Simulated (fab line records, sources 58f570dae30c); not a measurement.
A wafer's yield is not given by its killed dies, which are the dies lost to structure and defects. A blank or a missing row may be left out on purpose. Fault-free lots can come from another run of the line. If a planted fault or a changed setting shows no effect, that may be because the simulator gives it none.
fab line records | flow berkeleyCmos170
record: lots: 14 | wafers: 42 | lastDay: 13
route steps=331 shown M2@288
lots that met no fault: taken from a fault-free run of the same line
startH: start of the lot's first displayed wafer, in hours after the record's first day | waitH: hours from the lot's prior step to this one | " the same as in the row above | L1.1+2: a single row standing in for several wafers | - no value, or no start was given | * or withheld: withheld | < > ~ a bound
route shown NAME@n: a module of which the file shows steps, and the number in the route of the first | usual: the fault-free wafers' mean and standard deviation | same: alike in all rows | chamber/n: place in a boat | sites: per-site readings | _std_site: their standard deviation | _edge_site: mean of outer sites minus mean of inner sites | radiusMm: how far each site lies from the wafer's centre | mask NAME#n: copy n | behind: the tool/chamber that last shaped the wafer | hold: reason for holding the lot/hours on hold/outcome of the hold | device: transistor that didn't switch, given as n, p or np | end of line: tests of these same wafers at the route's end | where a step has no rows: the recipe by itself | killed: not the wafer's yield, but the dies lost to structure and defects at the first sort | map: the dies of a wafer, with x for killed, . for not killed, _ for no die there
set.NAME: the setting the step ran with; set.NAME@STEP: the setting that earlier step ran with | model.NAME: the simulator's own value behind a step, which no gauge read
the route's steps for a sample of lots (tables are steps, rows are wafers)
services: the hour from which a tool's chamber was out of use, counted from the record's first day as startH (under 0 if before that day), plus the number of hours and why
== steps ==
step: UCB170_M2_ETCH_17
recipe: chemistry: N2/H2 | targetDepthA: withheld | overetchA: withheld | target: BARC | timeS: withheld | sourceW: 500 | biasW: 100 | pressureMtorr: 30 | n2FlowSccm: 100 | h2FlowSccm: 200
usual: biasW: 99.97/0.3 | drypumpMotorCurrentA: 5.3/0.41 | oesProductAu: 0.995/0.018 | throttleValvePct: 13.28/0.22
lot.wafer | tool       | chamber | startH | waitH | biasW  | drypumpMotorCurrentA | oesProductAu | throttleValvePct
L147.2    | rieDiel-02 | 1       | 181.93 | 0.0   | 99.74  | 5.4                  | 0.976        | 13.55
L147.5    | "          | 2       | "      | "     | 100.19 | 5.4                  | 1.011        | 13.26
L147.6    | "          | 3       | "      | "     | 100.39 | 5.0                  | 0.990        | 13.16
L149.3    | rieDiel-01 | 1       | 190.57 | 0.0   | 100.05 | 5.4                  | 1.007        | 13.69
L149.4    | "          | 2       | "      | "     | 99.79  | 4.9                  | 1.003        | 13.37
L149.6    | "          | 0       | "      | "     | 99.98  | 5.3                  | 0.989        | 13.41
L150.1    | rieDiel-02 | 1       | 203.97 | 0.0   | 100.07 | 5.4                  | 0.965        | 13.54
L150.2    | "          | 0       | "      | "     | 100.02 | 4.9                  | 1.004        | 12.99
L150.4    | "          | 3       | "      | "     | 100.09 | 5.0                  | 0.990        | 13.14
L152.1    | rieDiel-01 | 0       | 204.09 | 0.0   | 100.59 | 5.3                  | 0.982        | 13.42
L152.5    | "          | 3       | "      | "     | 99.86  | 5.3                  | 1.036        | 13.46
L152.6    | "          | 2       | "      | "     | 99.57  | 4.9                  | 0.984        | 13.37
L151.2    | rieDiel-03 | 0       | 204.27 | 0.0   | 99.91  | 5.3                  | 1.006        | 13.38
L151.4    | "          | 2       | "      | "     | 100.20 | 5.0                  | 0.995        | 12.88
L151.5    | "          | 0       | "      | "     | 100.04 | 5.3                  | 1.006        | 13.37
L153.1    | rieDiel-02 | 0       | 218.19 | 0.0   | 99.93  | 4.9                  | 1.011        | 13.00
L153.4    | "          | 1       | "      | "     | 99.88  | 5.4                  | 0.969        | 13.55
L153.5    | "          | 1       | "      | "     | 99.92  | 5.4                  | 0.963        | 13.54
L156.2    | rieDiel-03 | 0       | 224.82 | 0.0   | 100.17 | 5.3                  | 1.011        | 13.37
L156.3    | "          | 3       | "      | "     | 99.22  | 6.2                  | 1.000        | 13.23
L156.6    | "          | 3       | "      | "     | 99.86  | 6.2                  | 0.996        | 13.23
L158.1    | rieDiel-03 | 0       | 250.42 | 0.0   | 100.07 | 5.3                  | 1.009        | 13.38
L158.4    | "          | 1       | "      | "     | 99.92  | 6.0                  | 0.957        | 13.15
L158.6    | "          | 3       | "      | "     | 100.30 | 6.2                  | 0.999        | 13.23
L162.2    | rieDiel-03 | 2       | 254.19 | 0.0   | 100.13 | 5.0                  | 0.788        | 12.87
L162.3    | "          | 3       | "      | "     | 100.12 | 6.2                  | 0.801        | 13.22
L162.5    | "          | 2       | "      | "     | 99.59  | 5.0                  | 0.808        | 12.84
L159.3    | rieDiel-03 | 3       | 260.75 | 0.0   | 99.90  | 6.2                  | 0.792        | 13.21
L159.4    | "          | 0       | "      | "     | 100.21 | 5.3                  | 0.805        | 13.36
L159.6    | "          | 0       | "      | "     | 100.28 | 5.3                  | 0.804        | 13.35
L160.2    | rieDiel-01 | 1       | 261.03 | 0.0   | 100.23 | 5.4                  | 1.002        | 13.68
L160.5    | "          | 2       | "      | "     | 99.69  | 4.8                  | 1.003        | 13.37
L160.6    | "          | 1       | "      | "     | 99.73  | 5.4                  | 1.001        | 13.67
L163.1    | rieDiel-01 | 0       | 283.07 | 0.0   | 99.46  | 5.3                  | 0.989        | 13.39
L163.3    | "          | 3       | "      | "     | 100.00 | 5.3                  | 0.976        | 13.46
L163.5    | "          | 0       | "      | "     | 100.01 | 5.3                  | 0.997        | 13.40
L167.1    | rieDiel-02 | 2       | 291.02 | 0.0   | 100.41 | 5.4                  | 1.017        | 13.26
L167.3    | "          | 3       | "      | "     | 99.88  | 5.0                  | 0.997        | 13.14
L167.4    | "          | 3       | "      | "     | 99.79  | 5.0                  | 0.989        | 13.16
L169.1    | rieDiel-01 | 2       | 296.72 | 0.0   | 99.74  | 4.8                  | 0.992        | 13.36
L169.2    | "          | 3       | "      | "     | 99.84  | 5.3                  | 0.971        | 13.46
L169.4    | "          | 3       | "      | "     | 99.45  | 5.3                  | 0.972        | 13.45
== services ==
tool       | chamber | startH | hours | kind
rieDiel-01 | 1       | 191.04 | 4.5   | repair
rieDiel-03 | 0       | 197.82 | 3.2   | repair
rieDiel-03 | 1       | 204.97 | 11.1  | repair
rieDiel-02 | 3       | 227.37 | 6.4   | repair
rieDiel-02 | 2       | 229.96 | 8.2   | repair
rieDiel-03 | -       | 246.92 | 0.4   | repair
rieDiel-01 | 3       | 257.26 | -     | clean
rieDiel-01 | 3       | 257.26 | 20.5  | scheduledDown
rieDiel-01 | 3       | 257.26 | 20.5  | ventCycle
rieDiel-02 | 3       | 281.74 | 1.2   | repair
rieDiel-01 | 0       | 289.46 | -     | clean
rieDiel-03 | 3       | 294.75 | 4.2   | repair
== key ==
firstSign: step: UCB170_M2_ETCH_17 | reading: oesProductAu | direction: down | sigmas: 11 | usual: 0.995 | struck: 0.800
effect none on later readings
metAt UCB170_M2_ETCH_17
struckLots L159,L162
onsetBetween 250.42 254.19
fault: kind: processParameterDrift | tool: rieDiel-03 | chamber: - | onsetH: 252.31 | steps: UCB170_M2_ETCH_17 | channel: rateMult | offset: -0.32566 | shape: step | endH: 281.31
